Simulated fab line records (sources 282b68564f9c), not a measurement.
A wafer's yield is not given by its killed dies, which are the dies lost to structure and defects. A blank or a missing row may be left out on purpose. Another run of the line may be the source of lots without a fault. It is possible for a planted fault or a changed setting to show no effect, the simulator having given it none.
Struck lot and sound lot, side by side / flow rit-cmos / 45 out of 202 route steps
Sound: the wafers L303.1, L303.4, L303.6. Wafers struck: L315.2, L315.3, L315.6. The cause comes at the end.
Per side, at each step with rows, come the tool, then ch with its chambers, and then its first start. Under that, the readings that differ: sound wafers / struck wafers / difference of the means / sigmas: that difference in standard deviations of wafers without a fault.
alike: readings with means less than 2 such deviations apart, plus words and numbers identical on both sides. not compared: withheld readings, readings lacking a value on some wafer, bounds such as >300 that could conceal the same value, and numbers that have no deviation in the record and whose values overlap.
Wherever a step has rows on one side only, a row that says differs or no value, or a row with sigmas, the two part there. When numbers do not overlap yet have no deviation, they are printed without sigmas and do not part them. A reading missing from all wafers of one side parts the sides only when that side holds two or more wafers.

first, 1 step without rows for these wafers: RIT_ACTIVE_DEVELOP_10 (develop time 50 s).
RIT_ACTIVE_CD_MEAS_11 targets a cd of 1400 nm.
  sound on cd-sem-01 at day 3 16:26; struck on cd-sem-02 at day 6 04:44
  alike: cd-nm
then, 1 step without rows for these wafers: RIT_ACTIVE_HARDBAKE_12 (time 60 s).
RIT_ACTIVE_ETCH_13: etches Si3N4 in SF6, stops on SiO2, time 210 s, target depth 210 nm.
  sound on rie-diel-02 ch 0,2,3, day 3 16:43; struck on rie-diel-01 ch 0,2,3, day 6 04:59
  alike: chamber-pressure-mTorr, drypump-motor-current-A, oes-product-au, throttle-valve-pct
  not compared: rf-hours-counter-h
RIT_ACTIVE_STRIP_14: strips in O2, time 180 s.
  sound on plasma-asher-02 ch 0,1, day 3 16:51; struck on plasma-asher-02 ch 0,1, day 6 05:08
  alike: chamber-pressure-mTorr, drypump-motor-current-A
  not compared: rf-hours-counter-h
RIT_ACTIVE_CD_MEAS_90 targets a cd of 1400 nm.
  sound on cd-sem-02 at day 3 17:01; struck on cd-sem-01 at day 6 05:19
  alike: cd-nm
then, 4 steps without rows for these wafers: RIT_ACTIVE_CLEAN_15 (cleans in SC1, time 600 s); RIT_ACTIVE_CLEAN_16 (cleans in dHF, time 30 s); RIT_ACTIVE_CLEAN_17 (cleans in SC2, time 600 s); RIT_FOX1_OXIDATION_00 (target thk 350.7 nm, ox time 1130 s).
RIT_FOX1_THK_MEAS_01:
  sound on film-metro-03 at day 3 18:49; struck on film-metro-02 at day 6 09:22
reading=FOX1_OXIDE_THK (nm); sound=366 365 359; struck=348 351 348; difference=-14; sigmas=-2
then, 1 step without rows for these wafers: RIT_FOX1_WET_ETCH_02 (etches SiO2 in BOE, target depth 350 nm, time 390 s).
RIT_FOX2_OXIDATION_00: target thk 350.7 nm, ox time 1130 s.
  sound on furnace-04 ch 0, day 3 19:01; struck on furnace-03 ch 0, day 6 09:37
reading=spike-tc-centre-C (C); sound=1102.3 1104.0 1102.3; struck=1181.8 1185.6 1180.8; difference=+79.9; sigmas=+61
reading=spike-tc-load-C (C); sound=1127.9 1129.0 1131.6; struck=1204.1 1206.1 1206.4; difference=+76.0; sigmas=+33
reading=spike-tc-source-C (C); sound=1130.2 1129.0 1130.7; struck=1206.8 1205.6 1206.5; difference=+76.3; sigmas=+35
reading=tube-center-temp-C (C); sound=1100 1100.1 1099.9; struck=1179 1178.8 1178.6; difference=+79; sigmas=+99 or more
reading=tube_center_temp_C_max; sound=1103.0 1103.4 1103.1; struck=1181.6 1181.3 1181.0; difference=+78.1; sigmas=+99 or more
reading=zone-power-load-pct (%); sound=43 44 44; struck=54 54 54; difference=+10; sigmas=+3
reading=model.SiO2_of_FOX2_OXIDATION_00.thk-nm (nm); sound=361.3 372.3 365.2; struck=480.1 472.8 470; difference=+108.0; sigmas=
reading=model.Si3N4_of_ACTIVE_CVD_03.thk-nm (nm); sound=131.1 130.4 131.6; struck=128.4 127.8 127.8; difference=-3.0; sigmas=
RIT_FOX2_THK_MEAS_01:
  sound on film-metro-03 at day 3 20:20; struck on film-metro-02 at day 6 10:56
reading=FOX2_OXIDE_THK (nm); sound=362 372 365; struck=480 473 470; difference=+108; sigmas=+16
RIT_FOX2_CLEAN_02: cleans in dHF, time 180 s.
  sound on wet-bench-03 ch 1, day 3 20:23; struck on wet-bench-04 ch 0, day 6 10:59
reading=model.Si3N4_of_ACTIVE_CVD_03.thk-nm (nm); sound=130.7 129.9 131.1; struck=128 127.3 127.3; difference=-3; sigmas=
then, 1 step without rows for these wafers: RIT_FOX2_WET_ETCH_03 (etches Si3N4 in H3PO4, target depth 195 nm, time 2700 s).
RIT_FOX2_THK_MEAS_90:
  sound on film-metro-02 at day 3 21:12; struck on film-metro-03 at day 6 11:49
reading=FIELD_OXIDE_LEFT_1_THK (nm); sound=334 345 338; struck=452 446 442; difference=+108; sigmas=+16
then, 6 steps without rows for these wafers: RIT_NWELL_HMDS_00 (prime time 60 s); RIT_NWELL_COAT_01 (resist thk 1300 nm); RIT_NWELL_SOFTBAKE_02 (time 60 s); RIT_NWELL_EXPOSE_03 (exposes mask M2, target cd 43900 nm); RIT_NWELL_PEB_04; RIT_NWELL_DEVELOP_05 (develop time 68 s).
RIT_NWELL_OVL_MEAS_06:
  sound on overlay-01 at day 3 22:08; struck on overlay-02 at day 6 13:04
  alike: NWELL_OVL
then, 2 steps without rows for these wafers: RIT_NWELL_HARDBAKE_07 (time 120 s); RIT_NWELL_IMPLANT_08.
RIT_NWELL_STRIP_09: strips in O2, time 180 s.
  sound on plasma-asher-01 ch 0,1, day 3 22:35; struck on plasma-asher-01 ch 0,1, day 6 13:29
  alike: chamber-pressure-mTorr, drypump-motor-current-A
  not compared: rf-hours-counter-h
RIT_NWELL_TW_MEAS_10:
  sound on film-metro-03 at day 3 22:45; struck on film-metro-01 at day 6 13:41
  alike: NWELL_TW
then, 6 steps without rows for these wafers: RIT_PWELL_HMDS_00 (prime time 60 s); RIT_PWELL_COAT_01 (resist thk 1300 nm); RIT_PWELL_SOFTBAKE_02 (time 60 s); RIT_PWELL_EXPOSE_03 (exposes mask M3, target cd 43700 nm); RIT_PWELL_PEB_04; RIT_PWELL_DEVELOP_05 (develop time 68 s).
RIT_PWELL_OVL_MEAS_06:
  sound on overlay-01 at day 3 23:41; struck on overlay-01 at day 6 14:44
  alike: PWELL_OVL
then, 2 steps without rows for these wafers: RIT_PWELL_HARDBAKE_07 (time 120 s); RIT_PWELL_IMPLANT_08.
RIT_PWELL_STRIP_09: strips in O2, time 180 s.
  sound on plasma-asher-01 ch 0, day 4 00:08; struck on plasma-asher-01 ch 1, day 6 15:10
  alike: chamber-pressure-mTorr, drypump-motor-current-A
  not compared: rf-hours-counter-h
RIT_PWELL_TW_MEAS_10:
  sound on film-metro-03 at day 4 00:18; struck on film-metro-01 at day 6 15:21
  alike: PWELL_TW
then, 1 step without rows for these wafers: RIT_WELLDRIVE_ANNEAL_00 (time 14700 s).
RIT_WELLDRIVE_RS_MEAS_01: measures by four-point-probe.
  sound on film-metro-04 at day 4 06:27; struck on film-metro-04 at day 7 00:13
  alike: NWELL_RS
RIT_WELLDRIVE_RS_MEAS_02: measures by four-point-probe.
  sound on film-metro-04 at day 4 06:34; struck on film-metro-04 at day 7 00:20
  alike: PWELL_RS
RIT_FOX2_THK_MEAS_91:
  sound on film-metro-04 at day 4 10:28; struck on film-metro-04 at day 7 04:29
reading=FIELD_OXIDE_LEFT_2_THK (nm); sound=267 278 271; struck=384 377 374; difference=+106; sigmas=+15
RIT_SILICIDE_WET_ETCH_00: etches SiO2 in BOE, target depth 14 nm, time 15 s.
  sound on wet-bench-01 ch 1, day 5 06:18; struck on wet-bench-04 ch 1, day 8 16:17
reading=model.SiO2_of_FOX2_OXIDATION_00.thk-nm (nm); sound=163.3 174.6 165.5; struck=278.1 271.4 269.2; difference=+105.1; sigmas=
  alike: temp-c
RIT_M1_PROBE_99:
  sound on prober-02 at day 5 13:20; struck on prober-02 at day 8 23:23
reading=model.etest.pldd.width-nm (nm); sound=3100 3085 3136; struck=2948 2962 2967; difference=-148; sigmas=
reading=model.etest.nldd.width-nm (nm); sound=3118 3102 3121; struck=2955 2943 2967; difference=-159; sigmas=
reading=model.etest.nplus-sal.width-nm (nm); sound=3377 3370 3414; struck=3333 3329 3345; difference=-51; sigmas=
reading=model.etest.pwell.rs-ohm-sq; sound=418.5 425.9 424.3; struck=555.8 535.3 524.4; difference=+115.6; sigmas=
reading=model.etest.nmos-narrow.drive-ua-um; sound=211.4 206.9 208.9; struck=185.4 177.2 176.2; difference=-29.5; sigmas=
reading=model.etest.pmos-narrow.drive-ua-um; sound=97.39 96.08 97.42; struck=83.58 81.8 79.72; difference=-15.26; sigmas=
reading=model.etest.field-n.vt-v (V); sound=36.39 37.88 36.94; struck=46.28 46.14 46.02; difference=+9.08; sigmas=
  alike: killed_at_M0_to_M3, killed-at-contacts, killed-at-front-end, killed-dies, killed-open, killed-short
  not compared: model.etest.pplus-sal.width-nm

== WHERE THEY PART ==
Earliest at RIT_FOX1_THK_MEAS_01; latest, in this record, at RIT_FOX2_THK_MEAS_91. Later steps at which nothing parts them and some readings are alike: RIT_SILICIDE_WET_ETCH_00, RIT_M1_PROBE_99.

WHY: whatever the simulator had introduced
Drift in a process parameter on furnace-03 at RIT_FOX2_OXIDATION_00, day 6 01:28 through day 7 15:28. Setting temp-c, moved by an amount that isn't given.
